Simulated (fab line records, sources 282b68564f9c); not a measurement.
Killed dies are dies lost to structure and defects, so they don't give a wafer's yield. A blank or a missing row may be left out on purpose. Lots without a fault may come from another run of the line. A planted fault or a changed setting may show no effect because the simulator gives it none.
fab line records | flow rit_cmos
record lots=14 wafers=42 last_day=7
route steps=202 shown NSD@140 CONTACT@171 M1@198
lots that met no fault: from a run of the same line without faults
start_h: hours from the record's first day to the start of the lot's first wafer shown | wait_h: hours since the lot's step before | " the same as in the row above | L1.1+2: a row that stands for several wafers | - no value, or no start given | * or withheld: withheld | < > ~ a bound
route shown NAME@n: a module of which the file shows steps, and the number in the route of the first | usual: mean/standard deviation of fault-free wafers | same: alike in all rows | chamber/n: place in a boat | sites: the reading at each site | _std_site: their standard deviation | _edge_site: outer sites' mean less inner sites' | radius_mm: how far each site lies from the wafer's centre | mask NAME#n: copy n | behind: the tool/chamber that last shaped the wafer | hold: why the lot was held/for how many hours/how that ended | device: the transistor (n, p or np) that didn't switch | end of line: the same wafers' tests at the end of the route | a step without rows: its recipe alone | killed: dies lost to structure and defects at the first sort, not the wafer's yield | map: a wafer's dies, x killed, . not, _ none there
set.NAME: the setting as run; set.NAME@STEP: as run at that earlier step | model.NAME: the simulator's own value behind a step, which no gauge read
steps of the route over a sample of lots; a table a step, a row a wafer
services: from which hour (start_h, from the record's first day; less than 0 if before it) a tool's chamber was out of use, for how many hours, and why
## steps
# step RIT_NSD_STRIP_09
# recipe chemistry=O2 time_s=180 resist=NOVOLAK platen_temp_c=withheld power_w=500 pressure_mtorr=4000 o2_flow_sccm=4000
# usual drypump_motor_current_A=5.50/0.23
# columns lot.wafer tool chamber start_h wait_h drypump_motor_current_A rf_hours_counter_h
L502.3 plasma_asher-02 1 47.27 0.1 5.39 -
L502.4 " 0 " " 5.42 -
L502.5 " 1 " " 5.39 -
L503.1 plasma_asher-04 1 53.25 0.1 5.44 42
L503.2 " 0 " " 5.55 42
L503.6 " 1 " " 5.43 -
L504.2 plasma_asher-04 0 56.78 0.1 5.52 42
L504.3 " 1 " " 5.44 -
L504.4 " 0 " " 5.54 -
L506.1 plasma_asher-04 0 71.69 0.1 5.55 43
L506.5 " 0 " " 5.52 -
L506.6 " 1 " " 5.40 -
L507.1 plasma_asher-01 0 78.79 0.1 6.24 42
L507.3 " 1 " " 6.25 -
L507.5 " 0 " " 6.26 -
L511.1 plasma_asher-02 0 100.92 0.1 5.46 31
L511.4 " 0 " " 5.45 -
L511.5 " 0 " " 5.45 -
L512.1 plasma_asher-02 0 103.65 0.1 5.46 31
L512.4 " 1 " " 5.38 -
L512.6 " 1 " " 5.39 -
L514.1 plasma_asher-04 0 110.60 0.1 5.54 48
L514.3 " 0 " " 5.56 -
L514.5 " 0 " " 5.55 -
L517.1 plasma_asher-02 0 123.28 0.1 5.43 34
L517.5 " 0 " " 5.42 -
L517.6 " 1 " " 5.38 -
L518.3 plasma_asher-04 1 126.64 0.1 5.43 -
L518.4 " 0 " " 5.55 -
L518.5 " 0 " " 5.54 -
L521.3 plasma_asher-04 0 144.27 0.1 5.55 -
L521.4 " 1 " " 5.41 -
L521.5 " 0 " " 5.55 -
L522.1 plasma_asher-04 1 147.04 0.1 5.42 53
L522.2 " 0 " " 5.54 53
L522.5 " 1 " " 5.42 -
L523.1 plasma_asher-02 0 153.48 0.1 5.45 37
L523.4 " 0 " " 5.44 -
L523.6 " 1 " " 5.38 -
L525.1 plasma_asher-01 0 166.66 0.1 6.22 4
L525.5 " 0 " " 6.25 -
L525.6 " 1 " " 6.26 -
# step RIT_CONTACT_COAT_03
# recipe resist=NOVOLAK spin_rpm=3250 resist_thk_nm=1000
# usual chill_plate_temp_C=23.00/0.099 dispense_pressure_kPa=54.4/2.7 resist_line_temp_C=22.98/0.12 spin_speed_rpm=3249.9/2.8
# columns lot.wafer tool chamber start_h wait_h chill_plate_temp_C dispense_pressure_kPa resist_line_temp_C spin_speed_rpm
L502.3 litho_track-04 0 50.74 0.1 23.01 52.2 23.05 3250.8
L502.4 " 0 " " 22.95 52.2 22.97 3248.8
L502.5 " 0 " " 22.99 52.2 22.91 3248.7
L503.1 litho_track-02 0 56.59 0.1 22.93 57.6 22.95 3250.4
L503.2 " 0 " " 22.84 57.6 22.81 3250.4
L503.6 " 0 " " 22.86 57.6 22.98 3243.6
L504.2 litho_track-03 0 60.15 0.1 23.04 51.9 22.93 3249.8
L504.3 " 0 " " 23.12 51.9 22.78 3253.6
L504.4 " 0 " " 23.08 51.9 22.89 3249.2
L506.1 litho_track-04 - 75.35 0.1 - - - -
L506.5 " - " " - - - -
L506.6 " - " " - - - -
L507.1 litho_track-02 - 82.51 0.1 - - - -
L507.3 " - " " - - - -
L507.5 " - " " - - - -
L511.1 litho_track-02 0 104.30 0.1 22.93 57.6 23.24 3245.7
L511.4 " 0 " " 22.96 57.6 23.07 3249.6
L511.5 " 0 " " 23.05 57.6 23.13 3247.9
L512.1 litho_track-02 0 107.13 0.1 22.79 57.6 22.97 3249.3
L512.4 " 0 " " 22.87 57.6 23.12 3245.9
L512.6 " 0 " " 22.92 57.6 23.13 3251.2
L514.1 litho_track-04 0 114.19 0.1 23.11 52.2 23.01 3251.6
L514.3 " 0 " " 23.16 52.2 23.00 3251.4
L514.5 " 0 " " 22.84 52.2 22.91 3249.6
L517.1 litho_track-04 0 126.64 0.1 22.99 52.3 23.09 3248.9
L517.5 " 0 " " 23.02 52.2 22.93 3248.3
L517.6 " 0 " " 22.90 52.2 22.89 3251.1
L518.3 litho_track-03 0 130.13 0.1 23.04 52.0 23.04 3252.2
L518.4 " 0 " " 23.05 52.0 22.89 3249.6
L518.5 " 0 " " 22.94 51.9 22.94 3250.7
L521.3 litho_track-04 0 147.97 0.1 22.99 52.2 22.90 3250.6
L521.4 " 0 " " 22.96 52.2 23.08 3250.0
L521.5 " 0 " " 23.23 52.2 22.90 3250.2
L522.1 litho_track-03 0 150.52 0.1 23.08 51.9 22.90 3250.6
L522.2 " 0 " " 23.08 52.0 23.06 3246.5
L522.5 " 0 " " 23.10 51.9 22.99 3244.2
L523.1 litho_track-03 0 156.94 0.1 22.91 52.0 22.78 3248.0
L523.4 " 0 " " 23.03 51.9 23.01 3250.4
L523.6 " 0 " " 23.07 51.9 23.09 3247.1
L525.1 litho_track-04 0 170.13 0.1 22.99 52.2 23.08 3253.7
L525.5 " 0 " " 22.92 52.2 22.87 3250.4
L525.6 " 0 " " 22.96 52.2 22.91 3250.4
# step RIT_CONTACT_CD_MEAS_08
# recipe target_cd_nm=1000
# usual cd_nm=1000.0/2.6
# columns lot.wafer tool chamber start_h wait_h cd_nm
L502.3 cd_sem-01 - 51.67 - 1000.7
L502.4 " - " " 1000.0
L502.5 " - " " 1001.1
L503.1 cd_sem-01 - 57.87 - 1000.8
L503.2 " - " " 1001.4
L503.6 " - " " 1003.3
L504.2 cd_sem-02 - 61.09 - 1002.2
L504.3 " - " " 1001.3
L504.4 " - " " 1001.9
L506.1 cd_sem-01 - 76.17 - -
L506.5 " - " " -
L506.6 " - " " -
L507.1 cd_sem-01 - 83.32 - -
L507.3 " - " " -
L507.5 " - " " -
L511.1 cd_sem-01 - 105.38 - 1001.2
L511.4 " - " " 1000.8
L511.5 " - " " 1002.1
L512.1 cd_sem-01 - 108.07 - 998.5
L512.4 " - " " 999.7
L512.6 " - " " 999.5
L514.1 cd_sem-01 - 115.04 - 1001.9
L514.3 " - " " 1000.2
L514.5 " - " " 1001.5
L517.1 cd_sem-01 - 127.45 - 1001.7
L517.5 " - " " 1002.4
L517.6 " - " " 1004.4
L518.3 cd_sem-01 - 130.94 - 998.3
L518.4 " - " " 994.3
L518.5 " - " " 999.1
L521.3 cd_sem-02 - 148.77 - 999.9
L521.4 " - " " 1000.2
L521.5 " - " " 1000.9
L522.1 cd_sem-02 - 151.38 - 1007.2
L522.2 " - " " 1005.6
L522.5 " - " " 1008.9
L523.1 cd_sem-02 - 157.88 - 996.1
L523.4 " - " " 999.2
L523.6 " - " " 999.3
L525.1 cd_sem-01 - 171.04 - 999.7
L525.5 " - " " 1002.8
L525.6 " - " " 999.9
# step RIT_M1_STRIP_14
# recipe chemistry=O2 time_s=180 platen_temp_c=withheld power_w=500 pressure_mtorr=4000 o2_flow_sccm=4000
# usual drypump_motor_current_A=5.7/0.38
# columns lot.wafer tool chamber start_h wait_h drypump_motor_current_A rf_hours_counter_h
L502.3 plasma_asher-02 0 55.41 0.1 5.4 -
L502.4 " 1 " " 5.4 -
L502.5 " 1 " " 5.4 -
L503.1 plasma_asher-03 0 61.11 0.0 6.1 41
L503.2 " 1 " " 5.4 41
L503.6 " 1 " " 5.4 -
L504.2 plasma_asher-03 0 64.31 0.0 6.1 41
L504.3 " 1 " " 5.4 -
L504.4 " 0 " " 6.0 -
L511.1 plasma_asher-03 1 108.98 0.0 5.4 46
L511.4 " 0 " " 6.1 -
L511.5 " 0 " " 6.1 -
L512.1 plasma_asher-03 1 111.59 0.0 5.4 47
L512.4 " 0 " " 6.1 -
L512.6 " 0 " " 6.1 -
L514.1 plasma_asher-01 1 118.39 0.0 6.2 0
L514.3 " 0 " " 6.2 -
L514.5 " 1 " " 6.3 -
L517.1 plasma_asher-03 1 131.02 0.0 5.4 50
L517.5 " 1 " " 5.4 -
L517.6 " 0 " " 6.1 -
L518.3 plasma_asher-02 1 134.20 0.1 5.4 -
L518.4 " 0 " " 5.4 -
L518.5 " 0 " " 5.4 -
L521.3 plasma_asher-02 0 152.07 0.1 5.4 -
L521.4 " 1 " " 5.4 -
L521.5 " 0 " " 5.5 -
L522.1 plasma_asher-01 0 154.66 0.0 6.2 2
L522.2 " 1 " " 6.2 2
L522.5 " 1 " " 6.2 -
L523.1 plasma_asher-02 1 161.25 0.0 5.4 38
L523.4 " 1 " " 5.4 -
L523.6 " 0 " " 5.4 -
L525.1 plasma_asher-02 1 174.42 0.0 5.4 39
L525.5 " 0 " " 5.4 -
L525.6 " 1 " " 5.4 -
# step RIT_M1_CD_MEAS_90
# recipe target_cd_nm=2600
# usual cd_nm=2600.9/2.9
# columns lot.wafer tool chamber start_h wait_h cd_nm
L502.3 cd_sem-02 - 55.57 0.1 2601.1
L502.4 " - " " 2604.3
L502.5 " - " " 2603.0
L503.1 cd_sem-01 - 61.29 0.1 2597.9
L503.2 " - " " 2601.8
L503.6 " - " " 2599.2
L504.2 cd_sem-02 - 64.50 0.1 2602.9
L504.3 " - " " 2603.6
L504.4 " - " " 2600.6
L511.1 cd_sem-01 - 109.16 0.1 2601.4
L511.4 " - " " 2606.3
L511.5 " - " " 2601.2
L512.1 cd_sem-01 - 111.76 0.1 2599.6
L512.4 " - " " 2599.3
L512.6 " - " " 2601.0
L514.1 cd_sem-01 - 118.57 0.1 2602.2
L514.3 " - " " 2602.5
L514.5 " - " " 2601.8
L517.1 cd_sem-01 - 131.20 0.1 2604.3
L517.5 " - " " 2605.7
L517.6 " - " " 2602.2
L518.3 cd_sem-01 - 134.36 0.1 2597.8
L518.4 " - " " 2598.6
L518.5 " - " " 2600.8
L521.3 cd_sem-02 - 152.22 0.1 2603.3
L521.4 " - " " 2600.4
L521.5 " - " " 2597.1
L522.1 cd_sem-02 - 154.83 0.1 2601.6
L522.2 " - " " 2606.3
L522.5 " - " " 2602.5
L523.1 cd_sem-02 - 161.42 0.1 2603.3
L523.4 " - " " 2603.9
L523.6 " - " " 2604.6
L525.1 cd_sem-01 - 174.60 0.1 2601.8
L525.5 " - " " 2603.0
L525.6 " - " " 2601.4
## services
# columns tool chamber start_h hours kind
plasma_asher-04 - 45.41 3.7 repair
plasma_asher-02 - 67.41 14.6 pm
plasma_asher-01 - 89.01 4.5 repair
plasma_asher-01 - 108.92 9.0 pm
plasma_asher-01 0 108.92 9.0 vent_cycle
plasma_asher-01 1 108.92 9.0 vent_cycle
plasma_asher-01 0 117.92 - clean
plasma_asher-01 1 117.92 - clean
plasma_asher-01 - 121.35 15.5 repair
plasma_asher-04 - 136.70 1.5 repair
plasma_asher-03 - 162.96 2.8 pm
plasma_asher-02 - 165.29 4.3 pm
plasma_asher-01 - 167.20 1.8 repair
## key
first_sign step=RIT_CONTACT_COAT_03 reading=tool_record direction=missing
effect step=RIT_CONTACT_CD_MEAS_08 reading=cd_nm direction=missing
met_at RIT_CONTACT_COAT_03
struck_lots L506,L507
later_rows_left_out L506.1,L506.5,L506.6,L507.1,L507.3,L507.5
sort_left_out L506.1,L506.5,L506.6,L507.1,L507.3,L507.5
tester_left_out L506,L507
not_acting_at RIT_NSD_STRIP_09,RIT_M1_STRIP_14,RIT_M1_CD_MEAS_90
onset_between 56.59 75.35
fault kind=skipped_step_whole tool=litho_track-02,litho_track-04 chamber=- onset_h=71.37 steps=RIT_CONTACT_COAT_03 scope=struck_lots_only
# tester_left_out: of these lots the tester's yield and bins aren't shown, on N5 and GAA mostly nor the transistor test; their killed dies are dies lost to structure and defects alone, not to doping, threshold or leakage, so they don't give the yield
# sort_left_out: the simulated sort isn't trusted on such a fault, so these wafers' sort isn't shown, and their yield isn't known
# later_rows_left_out: the simulator's readings of these wafers behind a module that went badly wrong aren't trusted and aren't shown, but for the sort
